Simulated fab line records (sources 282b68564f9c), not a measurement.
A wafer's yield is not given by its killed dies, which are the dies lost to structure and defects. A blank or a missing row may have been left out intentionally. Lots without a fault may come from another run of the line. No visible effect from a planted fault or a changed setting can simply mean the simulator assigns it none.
2 desks, one fault -- flow rit_cmos -- each desk holds nothing but its own numbers, with what lay behind them at the end

== FROM THE METROLOGY DESK ==
Lot by lot, what the gauges showed, no matter which tool ran the lot: averages of those sampled wafers that carry a number. If a lot's mean is further than 4 standard deviations from the usual mean, the lot is out of limits and carries the mark OUT (the distance appears in the brackets).
Columns: A = PWELL_TW at RIT_PWELL_TW_MEAS_10, usual 944; B = M1_BOW at RIT_M1_BOW_MEAS_16, usual 18 um
lot,first seen here,A,B
L180,day 2 09:28,949,19
L181,day 2 16:12,949,18
L182,day 2 19:23,946,12
L183,day 3 00:33,934,22
L184,day 3 12:14,950,26
L185,day 3 13:22,949,13
L186,day 3 16:55,936,22
L187,day 3 21:43,939,13
L188,day 4 01:00,935,14
L189,day 4 06:48,949,15
L190,day 4 12:35,955,22
L192,day 4 21:47,945,10
L196,day 5 18:59,954,15
L197,day 5 21:58,930,22
L199,day 6 08:14,937,20
This desk found nothing out of limits on any of the 15 lots.

== FOR THE TOOL OWNER'S DESK: litho_track-01 ==
The tool's own readings at RIT_GATE_DEVELOP_15 (develop time 50 s): means of the sampled wafers that have a number, for each lot that ran on this tool. If a lot's mean is further than 4 standard deviations from the usual mean, the lot is out of limits and carries the mark OUT (the distance appears in the brackets).
Columns: A = developer_temp_C at RIT_GATE_DEVELOP_15, usual 22.97 C
lot,first seen here,A
L180,day 3 06:00,23.06
L181,day 3 06:00,22.87
L185,day 4 04:00,23.00
L186,day 4 07:00,22.91
L187,day 4 15:00,22.35 (-5.2) OUT
L188,day 4 15:00,22.44 (-4.4) OUT
L190,day 5 01:00,22.22 (-6.2) OUT
This desk finds L187, L188, L190 out of limits, L187 being first, at day 4 15:00 (developer_temp_C at RIT_GATE_DEVELOP_15). L180, L181, L185, L186: within limits.

== TAKEN TOGETHER ==
On L187, L188, L190, at day 4 15:00, an alarm was possible from the tool owner's desk.
Nothing out of limits was seen by the metrology desk.
The metrology desk holds a record of L187, L188, L190, inside its limits.
On litho_track-01, each named lot ran RIT_GATE_DEVELOP_15.

== WHAT WAS PUT IN BY THE SIMULATOR ==
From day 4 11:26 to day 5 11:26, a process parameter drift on litho_track-01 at RIT_GATE_DEVELOP_15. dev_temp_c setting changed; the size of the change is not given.
Shown lots that were struck: L187, L188, L190.
Delay in hours, fault start to first out-of-limits reading, by desk: the tool owner's desk at 4.
